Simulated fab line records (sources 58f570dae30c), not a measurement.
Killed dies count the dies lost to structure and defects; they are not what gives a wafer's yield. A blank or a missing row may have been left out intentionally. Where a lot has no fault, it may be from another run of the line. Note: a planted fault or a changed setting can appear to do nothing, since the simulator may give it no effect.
Chamber matching / flow berkeley_cmos170 / UCB170_SPACER_ETCHBACK_03 on rie_diel-02 has 4 sister chambers
The step etches SiO2 in CHF3/CF4/Ar, stops on Si, target depth 376 nm, time 100 s. 4 wafers are shown with their chamber, then 7 later ones without.

## EACH WAFER AND ITS CHAMBER
wafer=L630.3; chamber=2; drypump_motor_current_A (A)=5.77
wafer=L628.6; chamber=0; drypump_motor_current_A (A)=5.51
wafer=L632.1; chamber=3; drypump_motor_current_A (A)=6.09
wafer=L632.2; chamber=1; drypump_motor_current_A (A)=5.61

## WAFERS WITH NO CHAMBER GIVEN
wafer=L632.3; drypump_motor_current_A (A)=5.53
wafer=L639.2; drypump_motor_current_A (A)=5.71
wafer=L639.3; drypump_motor_current_A (A)=5.57
wafer=L639.5; drypump_motor_current_A (A)=5.73
wafer=L638.1; drypump_motor_current_A (A)=5.74
wafer=L638.2; drypump_motor_current_A (A)=5.60
wafer=L638.6; drypump_motor_current_A (A)=5.74

## WHICH CHAMBER EACH ONE RAN IN
wafer=L632.3; from the rows above=can't be placed: 0 or 1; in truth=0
wafer=L639.2; from the rows above=can't be placed: 2 or 1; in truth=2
wafer=L639.3; from the rows above=can't be placed: 1 or 0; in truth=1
wafer=L639.5; from the rows above=2; in truth=2
wafer=L638.1; from the rows above=2; in truth=2
wafer=L638.2; from the rows above=1; in truth=1
wafer=L638.6; from the rows above=2; in truth=2
Placed correctly: 4 of 7. These rows do not allow placing 3 (true chamber among the candidates in 3). Placed wrongly: 0.
How it was worked out, from the rows above alone: a wafer's distance from a chamber is the root of the sum, over the readings, of the square of ((its reading less the chamber's mean) divided by the reading's scatter). If the next closest chamber is less than 2 further off than the closest, the wafer can't be placed; otherwise it belongs to the closest. For every chamber, the mean is computed from those of its wafers that are shown. The scatter: with one shown wafer a chamber, the root of the mean of the squares of how far each hidden wafer lies from its nearest shown one.
